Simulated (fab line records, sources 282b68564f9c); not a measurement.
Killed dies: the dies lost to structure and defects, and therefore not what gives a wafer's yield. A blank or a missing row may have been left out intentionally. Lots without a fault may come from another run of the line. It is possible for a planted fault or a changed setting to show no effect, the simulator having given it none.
Split-lot study    flow ritCmos    23 wafers read across 5 lots, on a route 202 steps long

ABOUT THE SPLIT
At RIT_NLDD_COAT_01 (resist thk 1000 nm), the setting resistThkNm was moved away from the recipe's 1000 nm on 7 of the 23 wafers read, by -2.1% to +4.0%. The other wafers ran this setting at the recipe's value.

FROM THE SPLIT TO THE READING: what the file shows between them, 3 steps
- RIT_NLDD_SOFTBAKE_02: time 60 s
- RIT_NLDD_EXPOSE_03: exposes mask M7, target cd 40700 nm
- RIT_NLDD_DEVELOP_05: develop time 50 s

THE READING
NOVOLAK_of_NLDD_COAT_01.thkNm (the simulator's own value, which no gauge read), in nm, at RIT_NLDD_HARDBAKE_07 (time 60 s). No usual value for it is given in the file. Average 884.7 nm, standard deviation 2.6 nm, over the 16 wafers here run with the recipe.

wafer   tool, chamber at the split  resistThkNm as run, nm  against the recipe  NOVOLAK_of_NLDD_COAT_01.thkNm, nm  against lot-mates on the recipe
L077.2  lithoTrack-01, 0            1000                    recipe              884.4                              -
L077.3  lithoTrack-01, 0            1000                    recipe              883.5                              -
L077.5  lithoTrack-01, 0            1000                    recipe              883.3                              -
L080.1  lithoTrack-04, 0            1032                    +3.2%               912.4                              +28.2
L080.2  lithoTrack-04, 0            1000                    recipe              885.1                              -
L080.3  lithoTrack-04, 0            1000                    recipe              884.2                              -
L080.4  lithoTrack-04, 0            1000                    recipe              883.2                              -
L080.5  lithoTrack-04, 0            1032                    +3.2%               912.2                              +28.0
L083.1  lithoTrack-03, 0            1040                    +4.0%               924                                +34.4
L083.2  lithoTrack-03, 0            1040                    +4.0%               922.4                              +32.8
L083.3  lithoTrack-03, 0            1040                    +4.0%               923.4                              +33.8
L083.4  lithoTrack-03, 0            1000                    recipe              889.2                              -
L083.5  lithoTrack-03, 0            1000                    recipe              890                                -
L084.1  lithoTrack-01, 0            979.3                   -2.1%               863.2                              -18.0
L084.3  lithoTrack-01, 0            1000                    recipe              881                                -
L084.4  lithoTrack-01, 0            1000                    recipe              882.1                              -
L084.5  lithoTrack-01, 0            1000                    recipe              880.5                              -
L084.6  lithoTrack-01, 0            979.3                   -2.1%               859.9                              -21.3
L085.1  lithoTrack-03, 0            1000                    recipe              884.9                              -
L085.4  lithoTrack-03, 0            1000                    recipe              884.9                              -
L085.3  lithoTrack-03, 0            1000                    recipe              885.6                              -
L085.5  lithoTrack-03, 0            1000                    recipe              885.7                              -
L085.6  lithoTrack-03, 0            1000                    recipe              887.9                              -

THE FIT
A straight line over all 23 wafers: NOVOLAK_of_NLDD_COAT_01.thkNm changes by +9.64 nm for each +1% of resistThkNm; r = +0.99; the points scatter about the line by 2.6 nm.
The same after taking each lot's own level away (the mean of its wafers on the recipe; 23 wafers): +8.68 nm for each +1%; r = +1.00; scatter 1.1 nm.
The reading moves by 35 nm for the largest change in resistThkNm, on that fit.
Across the lots, their own levels run from 881.20 to 889.60 nm, a range of 3.3 times the standard deviation given above.
Hence the slope depends on the lot-to-lot level, as the two fits are not the same.
Check: +34.5 nm against its lot-mates is what the line predicts for one of the wafers moved furthest among these (+4.0%) when that wafer is left out of the fit. It came out at +34.4 nm against them.

THESE WAFERS: OTHER SPLITS
Before the reading, these wafers also passed through other splits. Each is held against what the fit with the lots' levels taken away leaves over:
other split on the same wafers   wafers away from the commonest value  r with NOVOLAK_of_NLDD_COAT_01.thkNm (lot level and that fit taken away)
RIT_ACTIVE_CVD_03 nh3FlowSccm    15                                    -0.27
RIT_ACTIVE_ETCH_13 rfW           10                                    +0.07
RIT_FOX1_WET_ETCH_02 timeS       15                                    +0.18
RIT_PWELL_COAT_01 resistThkNm    7                                     +0.03
RIT_PWELL_SOFTBAKE_02 tempC      8                                     +0.15
RIT_PWELL_IMPLANT_08 doseCm2     11                                    +0.08
RIT_PRETRO_IMPLANT_08 energyKev  10                                    +0.05
RIT_GATE_EXPOSE_13 doseMj        7                                     -0.08

THE WHOLE CHAIN: every reading that the file lists as answering this split, in the file's order
step                  what it does        reading                                                                         change (the file's fit)               r (the file's)
RIT_NLDD_COAT_01      resist thk 1000 nm  NOVOLAK_of_NLDD_COAT_01.thkNm (the simulator's own value, which no gauge read)  +9.94 nm for each +1% of the setting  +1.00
RIT_NLDD_HARDBAKE_07  time 60 s           NOVOLAK_of_NLDD_COAT_01.thkNm (the simulator's own value, which no gauge read)  +8.7 nm for each +1% of the setting   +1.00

THE FILE'S OWN FIT
NOVOLAK_of_NLDD_COAT_01.thkNm changes by +8.7 nm for each +1% of resistThkNm, r = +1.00.
